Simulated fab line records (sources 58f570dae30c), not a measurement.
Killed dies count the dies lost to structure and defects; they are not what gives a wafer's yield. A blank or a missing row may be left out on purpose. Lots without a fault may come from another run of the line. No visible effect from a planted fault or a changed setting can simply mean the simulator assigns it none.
fab line records	flow berkeley_cmos170	part 2 of 2: steps 34 to 41 of 41
record lots=5	wafers=15	last_day=13
route steps=331 shown SILICIDE@214 CONTACT@216 M1@238 V1@254
lots that met no fault: taken from a fault-free run of the same line
start_h: start of the lot's first displayed wafer, in hours after the record's first day	wait_h: hours elapsed since this lot's preceding step	" same as the row above	L1.1+2: one row covering several wafers at once	- value missing, or start not given	* or withheld: withheld	< > ~ a bound
route shown NAME@n: NAME is a module with steps in the file, n the number in the route of the first one	usual: mean and standard deviation over wafers with no fault	same: alike in all rows	chamber/n: place in a boat	sites: per-site readings	_std_site: how widely they spread, as a standard deviation	_edge_site: outer sites' mean less inner sites'	radius_mm: how far each site lies from the wafer's centre	mask NAME#n: copy n	behind: the last tool/chamber to shape the wafer	hold: what put the lot on hold/how long, in hours/how the hold closed	device: the transistor (n, p or np) that didn't switch	end of line: at the end of the route, the tests of the same wafers	a step with no rows: only its recipe	killed: not the wafer's yield, but the dies lost to structure and defects at the first sort	map: dies across one wafer; x = killed, . = not, _ = none there
set.NAME: the setting as run; set.NAME@STEP: as run at that earlier step	model.NAME: the simulator's own value behind a step, which no gauge read
certain route steps with their lots: each step a table, each wafer a row
services: when a tool's chamber went out of use (start_h, in hours from the record's first day, below 0 if earlier), for how many hours, and the reason
## steps
# step UCB170_M1_CD_MEAS_09
# recipe target_cd_nm=700
# usual cd_nm=700.2/1.6
lot.wafer	tool	chamber	start_h	wait_h	cd_nm
L075.2	cd_sem-01	-	197.40	-	699.9
L075.3	"	-	"	"	700.6
L075.5	"	-	"	"	699.0
L079.1	cd_sem-02	-	216.69	-	696.8
L079.2	"	-	"	"	697.9
L079.3	"	-	"	"	697.2
L091.2	cd_sem-01	-	260.81	-	701.6
L091.3	"	-	"	"	702.5
L091.4	"	-	"	"	701.1
L092.1	cd_sem-01	-	288.17	-	699.1
L092.2	"	-	"	"	698.1
L092.3	"	-	"	"	698.5
L096.3	cd_sem-02	-	288.39	-	701.2
L096.4	"	-	"	"	700.6
L096.6	"	-	"	"	700.8
# step UCB170_M1_OVL_MEAS_10
# usual M1_OVL=0/6.8
lot.wafer	tool	chamber	start_h	wait_h	M1_OVL[nm]
L075.2	overlay-01	-	197.51	0.1	-6
L075.3	"	-	"	"	-17
L075.5	"	-	"	"	-9
L079.1	overlay-01	-	216.81	0.1	0
L079.2	"	-	"	"	6
L079.3	"	-	"	"	-2
L091.2	overlay-02	-	260.91	0.1	-14
L091.3	"	-	"	"	-9
L091.4	"	-	"	"	-13
L092.1	overlay-02	-	288.29	0.1	4
L092.2	"	-	"	"	-4
L092.3	"	-	"	"	3
L096.3	overlay-01	-	288.48	0.1	-14
L096.4	"	-	"	"	-8
L096.6	"	-	"	"	3
# step UCB170_M1_ETCH_11
# recipe chemistry=N2/H2	target_depth_a=withheld	overetch_a=withheld	target=BARC	time_s=withheld	source_w=500	bias_w=100	pressure_mtorr=30	n2_flow_sccm=100	h2_flow_sccm=200
# usual drypump_motor_current_A=5.7/0.46	h2_flow_sccm=200.1/0.54	oes_product_au=0.996/0.02	throttle_valve_pct=13.36/0.13
lot.wafer	tool	chamber	start_h	wait_h	drypump_motor_current_A	h2_flow_sccm	oes_product_au	throttle_valve_pct
L075.2	rie_diel-02	2	197.54	0.0	6.2	200.4	1.023	13.39
L075.3	"	0	"	"	5.5	200.4	1.018	13.24
L075.5	"	1	"	"	6.0	200.3	0.973	13.37
L079.1	rie_diel-02	0	216.84	0.0	5.5	198.9	0.999	13.24
L079.2	"	3	"	"	5.3	200.6	0.997	13.33
L079.3	"	2	"	"	6.3	200.3	1.023	13.39
L091.2	rie_diel-02	0	260.94	0.0	5.5	200.1	1.019	13.24
L091.3	"	2	"	"	6.3	199.9	1.013	13.39
L091.4	"	1	"	"	6.0	201.1	0.968	13.38
L092.1	rie_diel-03	2	288.33	0.0	4.8	200.3	0.998	13.58
L092.2	"	0	"	"	6.7	200.1	0.997	13.42
L092.3	"	1	"	"	5.2	199.7	1.008	13.38
L096.3	rie_diel-02	3	288.51	0.0	5.3	200.2	1.007	13.34
L096.4	"	0	"	"	5.5	200.6	1.060	13.26
L096.6	"	0	"	"	5.5	200.0	1.062	13.26
# step UCB170_M1_METAL_ETCH_12
# recipe chemistry=Cl2/BCl3	target=Al	stop_on=PSG	pressure_mtorr=12	target_depth_a=7800	over_etch_frac=0.3	time_s=130	icp_w=600	bias_w=120	Cl2_flow_sccm=90	bcl3_flow_sccm=45
# usual drypump_motor_current_A=5.8/0.52	oes_product_au=0.855/0.013	throttle_valve_pct=24.35/0.19
# same time_s=130
lot.wafer	tool	chamber	start_h	wait_h	drypump_motor_current_A	oes_product_au	rf_hours_counter_h	throttle_valve_pct
L075.2	rie_metal-02	0	197.62	-	5.9	0.849	-	24.35
L075.3	"	0	"	"	5.9	0.848	-	24.35
L075.5	"	0	"	"	5.9	0.850	-	24.33
L079.1	rie_metal-04	0	216.88	-	6.4	0.848	10	24.30
L079.2	"	1	"	"	6.3	0.839	7	24.27
L079.3	"	1	"	"	6.3	0.844	-	24.27
L091.2	rie_metal-04	1	260.99	-	6.3	0.850	8	24.27
L091.3	"	0	"	"	6.4	0.852	-	24.31
L091.4	"	1	"	"	6.3	0.855	-	24.28
L092.1	rie_metal-02	1	288.37	-	5.0	0.861	2	24.07
L092.2	"	0	"	"	5.9	0.842	1	24.50
L092.3	"	1	"	"	5.0	0.871	-	24.07
L096.3	rie_metal-04	0	288.60	-	6.4	0.860	-	24.29
L096.4	"	1	"	"	6.4	0.857	-	24.27
L096.6	"	1	"	"	6.4	0.845	-	24.27
# step UCB170_M1_STRIP_13
# recipe chemistry=O2	power_w=400	pressure_mtorr=3500	platen_temp_c=withheld	o2_flow_sccm=400	overash_fraction=0.5
# usual drypump_motor_current_A=5.7/0.5	oes_product_au=0.719/0.0044
lot.wafer	tool	chamber	start_h	wait_h	drypump_motor_current_A	oes_product_au	rf_hours_counter_h
L075.2	plasma_asher-01	0	197.85	0.2	6.1	0.718	45
L075.3	"	0	"	"	6.1	0.723	-
L075.5	"	0	"	"	6.1	0.711	-
L079.1	plasma_asher-02	1	217.02	0.1	5.8	0.716	10
L079.2	"	0	"	"	5.0	0.719	10
L079.3	"	0	"	"	5.0	0.726	-
L091.2	plasma_asher-01	0	261.12	0.1	6.1	0.724	52
L091.3	"	0	"	"	6.1	0.715	-
L091.4	"	1	"	"	6.0	0.710	-
L092.1	plasma_asher-03	0	288.50	0.1	6.1	0.717	56
L092.2	"	1	"	"	4.9	0.722	56
L092.3	"	0	"	"	6.1	0.711	-
L096.3	plasma_asher-01	0	288.72	0.1	6.1	0.721	-
L096.4	"	1	"	"	6.0	0.720	-
L096.6	"	1	"	"	6.0	0.717	-
# step UCB170_M1_CD_MEAS_90
# recipe target_cd_nm=700
# usual cd_nm=699.9/2.5
lot.wafer	tool	chamber	start_h	wait_h	cd_nm
L075.2	cd_sem-01	-	197.97	0.1	695.9
L075.3	"	-	"	"	696.7
L075.5	"	-	"	"	696.6
L079.1	cd_sem-02	-	217.12	0.1	690.3
L079.2	"	-	"	"	697.0
L079.3	"	-	"	"	694.0
L091.2	cd_sem-02	-	261.24	0.1	699.7
L091.3	"	-	"	"	701.5
L091.4	"	-	"	"	701.5
L092.1	cd_sem-02	-	288.60	0.1	700.2
L092.2	"	-	"	"	697.6
L092.3	"	-	"	"	698.4
L096.3	cd_sem-02	-	288.82	0.1	702.8
L096.4	"	-	"	"	699.8
L096.6	"	-	"	"	700.6
# step UCB170_M1_ANNEAL_14
# recipe temp_c=400	time_s=1200	ambient=forming_gas
# usual tube_center_temp_C=399.99/0.035	tube_center_temp_C_max=401.02/0.16
# same time_s=1200
lot.wafer	tool	chamber	start_h	wait_h	tube_center_temp_C	tube_center_temp_C_max
L075.2	furnace-03	0	198.07	0.1	400.03	401.20
L075.3	"	0	"	"	400.01	401.09
L075.5	"	0	"	"	399.99	400.97
L079.1	furnace-03	0	217.25	0.1	400.06	400.88
L079.2	"	0	"	"	399.99	401.04
L079.3	"	0	"	"	400	401.13
L091.2	furnace-03	0	262.57	1.3	400	400.92
L091.3	"	0	"	"	400	400.68
L091.4	"	0	"	"	400.03	401.00
L092.1	furnace-03	0	288.72	0.1	400.04	401.13
L092.2	"	0	"	"	400.03	401.23
L092.3	"	0	"	"	400.05	401.11
L096.3	furnace-03	0	290.06	1.2	400.05	401.52
L096.4	"	0	"	"	399.98	401.44
L096.6	"	0	"	"	399.94	400.84
# step UCB170_V1_CVD_00
# recipe material=SiO2	target_thk_nm=2000	temp_c=390	precursor=TEOS/O2	time_s=250	rf_w=550	pressure_mtorr=9000
# usual heater_power_w=262/68
# same time_s=250
lot.wafer	tool	chamber	start_h	wait_h	heater_power_w
L075.2	pecvd-02	1	199.40	0.0	371
L075.3	"	2	"	"	254
L075.5	"	0	"	"	194
L079.1	pecvd-01	1	218.59	0.0	283
L079.2	"	2	"	"	377
L079.3	"	0	"	"	328
L091.2	pecvd-03	2	263.90	0.0	135
L091.3	"	0	"	"	237
L091.4	"	0	"	"	303
L092.1	pecvd-02	1	290.06	0.0	386
L092.2	"	2	"	"	300
L092.3	"	0	"	"	241
L096.3	pecvd-03	2	291.39	0.0	118
L096.4	"	2	"	"	169
L096.6	"	0	"	"	231
## services
tool	chamber	start_h	hours	kind
rie_diel-04	-	167.90	0.3	repair
pvd_sputter-01	-	175.53	2.6	repair
krf_scanner-02	-	178.07	1.3	pm
krf_scanner-01	-	179.37	3.6	pm
rtp_anneal-02	-	180.28	3.9	pm
rie_diel-01	3	181.72	2.2	repair
krf_scanner-02	-	188.21	1.0	pm
krf_scanner-01	-	191.54	1.0	pm
krf_scanner-02	-	208.74	2.0	repair
lpcvd-02	-	218.32	6.0	pm
wet_bench-02	-	219.32	0.7	repair
plasma_asher-01	-	221.08	0.8	repair
rie_diel-04	-	223.86	4.3	pm
rie_diel-02	3	226.93	26.0	repair
krf_scanner-02	-	227.82	3.6	pm
rtp_anneal-01	-	228.69	4.9	pm
plasma_asher-02	-	228.72	2.8	pm
rie_diel-04	-	232.75	0.7	repair
plasma_asher-04	-	240.19	13.7	repair
rie_diel-04	-	246.37	1.0	repair
rie_diel-04	0	248.31	4.7	repair
rie_diel-02	-	269.54	0.6	repair
krf_scanner-01	-	271.52	4.4	pm
krf_scanner-01	-	291.20	1.3	pm
